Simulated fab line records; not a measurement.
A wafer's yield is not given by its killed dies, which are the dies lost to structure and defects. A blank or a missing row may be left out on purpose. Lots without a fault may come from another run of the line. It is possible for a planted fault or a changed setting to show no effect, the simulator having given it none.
A struck lot beside a sound one | flow berkeley cmos170 | 16 out of 331 route steps
Sound: wafers L202.1, L202.4, L202.6. The struck wafers were L210.1, L210.3, L210.5. Last of all comes the cause.
Per side, at each step with rows, come the tool, then ch with its chambers, and then its first start. Under that, the readings that differ: sound wafers | struck wafers | difference of the means | sigmas: that difference in standard deviations of wafers without a fault.
alike: readings with means less than 2 such deviations apart, plus words and numbers identical on both sides. not compared: withheld readings, readings lacking a value on some wafer, bounds such as >300 that could conceal the same value, and numbers that have no deviation in the record and whose values overlap.
The two part at a step that has a row with sigmas, a row that says differs or no value, or rows on one side only. Numbers that have no deviation but don't overlap get no sigmas and don't part them. Lack of a reading on every wafer of one side parts them only where that side has two or more wafers.

UCB170_ACTIVE_OVL_MEAS_14:
  sound on overlay-01, day 5 19:47; struck on overlay-01, day 7 23:22
  alike: ACTIVE_OVL
UCB170_ACTIVE_ETCH_15: etches Si3N4 in CH3F/Ar/O2, stops on SiO2, target depth 242 nm, time 151 s.
  sound on rie diel-04 ch 1,2, day 5 19:50; struck on rie diel-01 ch 0,2, day 7 23:24
  alike: drypump motor current A, oes product au, throttle valve pct
  not compared: rf hours counter h
UCB170_ACTIVE_STRIP_16: strips in O2.
  sound on plasma asher-04 ch 0,1, day 5 19:56; struck on plasma asher-01 ch 0,1, day 7 23:30
  alike: drypump motor current A, o2 flow sccm, oes product au, strip time to endpoint s
  not compared: rf hours counter h
UCB170_ACTIVE_CD_MEAS_90: target cd 1200 nm.
  sound on cd sem-02, day 5 20:02; struck on cd sem-02, day 7 23:36
  alike: cd nm
then, 7 steps without rows for these wafers: UCB170_ACTIVE_CLEAN_17 (cleans in SPM, time 600 s); UCB170_PFIELD_HMDS_00 (prime time 60 s); UCB170_PFIELD_COAT_01 (resist thk 900 nm); UCB170_PFIELD_SOFTBAKE_02 (time 60 s); UCB170_PFIELD_EXPOSE_03 (exposes mask PFIELD, target cd 1500 nm); UCB170_PFIELD_PEB_04; UCB170_PFIELD_DEVELOP_05 (develop time 45 s).
UCB170_PFIELD_OVL_MEAS_06:
  sound on overlay-02, day 5 22:25; struck on overlay-02, day 8 02:01
  alike: PFIELD_OVL
UCB170_PFIELD_IMPLANT_07:
  sound on implanter-04 ch 0, day 5 22:27; struck on implanter-04 ch 0, day 8 02:03
  reading            | sound                            | struck                           | difference  | sigmas
  dose ions cm2      | 2.0005e+13 2.0004e+13 2.0008e+13 | 1.2638e+13 1.2677e+13 1.2672e+13 | -7.3433e+12 | -99 or more
  faraday current uA | 64.8 65.0 61.1                   | 39.8 40.3 39.8                   | -23.7       | -18
UCB170_PFIELD_STRIP_08: strips in O2.
  sound on plasma asher-03 ch 0,1, day 5 22:36; struck on plasma asher-04 ch 0,1, day 8 02:12
  alike: drypump motor current A, o2 flow sccm, oes product au, strip time to endpoint s
  not compared: rf hours counter h
UCB170_PFIELD_TW_MEAS_09:
  sound on film metro-01, day 5 22:42; struck on film metro-02, day 8 02:38
  reading   | sound       | struck      | difference | sigmas
  PFIELD_TW | 607 607 603 | 517 520 520 | -87        | -21
  not compared: hold
-- the record jumps here: 4 days lie between the struck wafers' starts before and after (it left off in module PFIELD and takes up again in module M3, whose first step shown is number 331 of the route) --
UCB170_M3_PROBE_99:
  the record has rows for the struck wafers here (prober-01, day 11 17:55) and none for the sound ones

WHERE THEY PART
Earliest at UCB170_PFIELD_IMPLANT_07; latest, in this record, at UCB170_M3_PROBE_99.

WHY: what the simulator had put in
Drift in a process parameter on implanter-04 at UCB170_PFIELD_IMPLANT_07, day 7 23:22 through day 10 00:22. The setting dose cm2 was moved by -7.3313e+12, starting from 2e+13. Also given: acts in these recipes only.
